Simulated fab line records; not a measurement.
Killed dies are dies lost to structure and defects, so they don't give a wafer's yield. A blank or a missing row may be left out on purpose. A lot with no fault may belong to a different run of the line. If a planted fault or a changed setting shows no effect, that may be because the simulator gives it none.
A lot that was struck, set against a sound lot || flow berkeley-cmos170 || 15 out of 331 route steps
Sound: wafers L722.1, L722.4, L722.6. Struck: wafers L731.2, L731.3, L731.6. Last of all comes the cause.
Each step with rows lists, per side, the tool, then ch with its chambers, then its first start. Under that, the readings that differ: sound wafers || struck wafers || difference of the means || sigmas: that difference in standard deviations of wafers without a fault.
alike: same words and numbers on both sides, and readings whose means sit less than 2 such deviations apart. not compared: any withheld reading, any reading some wafer has no value for, any bound like >300 that may hide the same value, and any number with overlapping values for which the record gives no deviation.
The two part at a step that has a row with sigmas, a row that says differs or no value, or rows on one side only. Numbers that have no deviation but don't overlap get no sigmas and don't part them. A reading missing from all wafers of one side parts the sides only when that side holds two or more wafers.

UCB170_PWELL_THK_MEAS_03:
  sound: film-metro-02 at day 3 06:00; struck: film-metro-02 at day 5 02:52
  alike: PWELL_OXIDE_THK
then, 2 steps without rows for these wafers: UCB170_PWELL_ANNEAL_04 (time 900 s); UCB170_PWELL_CVD_05 (deposits Si3N4 from SiH2Cl2/NH3, target thk 220 nm, time 3300 s).
UCB170_PWELL_THK_MEAS_06:
  sound: film-metro-02 at day 3 13:11; struck: film-metro-04 at day 5 13:46
{"reading": "PWELL_NITRIDE_THK (nm)", "sound": "221.7 222.1 222.0", "struck": "215.4 215.6 216.9", "difference": -6.0, "sigmas": -2}
then, 6 steps without rows for these wafers: UCB170_PWELL_HMDS_07 (prime time 60 s); UCB170_PWELL_COAT_08 (resist thk 900 nm); UCB170_PWELL_SOFTBAKE_09 (time 60 s); UCB170_PWELL_EXPOSE_10 (exposes mask PWELL, target cd 3000 nm); UCB170_PWELL_PEB_11; UCB170_PWELL_DEVELOP_12 (develop time 45 s).
UCB170_PWELL_OVL_MEAS_13:
  sound: overlay-02 at day 3 14:34; struck: overlay-01 at day 5 14:47
  alike: PWELL_OVL
UCB170_PWELL_ETCH_14: etches Si3N4 in CH3F/Ar/O2, stops on SiO2, target depth 242 nm, time 153.8 s.
  sound on rie-diel-03 ch 2,3, day 3 14:36; struck on rie-diel-02 ch 1,2, day 5 14:49
  alike: drypump-motor-current-A, oes-product-au, throttle-valve-pct
  not compared: rf-hours-counter-h
UCB170_PWELL_IMPLANT_15:
  sound on implanter-03 ch 0, day 3 14:42; struck on implanter-02 ch 0, day 5 14:56
{"reading": "beam-energy-keV", "sound": "60.009 60.021 60.047", "struck": "59.159 59.150 59.165", "difference": -0.868, "sigmas": -43}
{"reading": "model.implant.drp-nm (nm)", "sound": "64.7 64.7 64.7", "struck": "64.21 64.21 64.21", "difference": -0.49, "sigmas": ""}
  alike: faraday-current-uA
UCB170_PWELL_STRIP_16: strips in O2.
  sound on plasma-asher-02 ch 0,1, day 3 14:51; struck on plasma-asher-04 ch 0, day 5 15:04
  alike: drypump-motor-current-A, oes-product-au, strip-time-to-endpoint-s
  not compared: rf-hours-counter-h
UCB170_M3_PROBE_99:
  the record holds rows for the sound wafers here (prober-01, day 9 06:24) but none for the struck ones

WHERE THEY PART
Last at UCB170_M3_PROBE_99 as far as this record goes, first at UCB170_PWELL_THK_MEAS_06.

WHY: the cause the simulator had injected
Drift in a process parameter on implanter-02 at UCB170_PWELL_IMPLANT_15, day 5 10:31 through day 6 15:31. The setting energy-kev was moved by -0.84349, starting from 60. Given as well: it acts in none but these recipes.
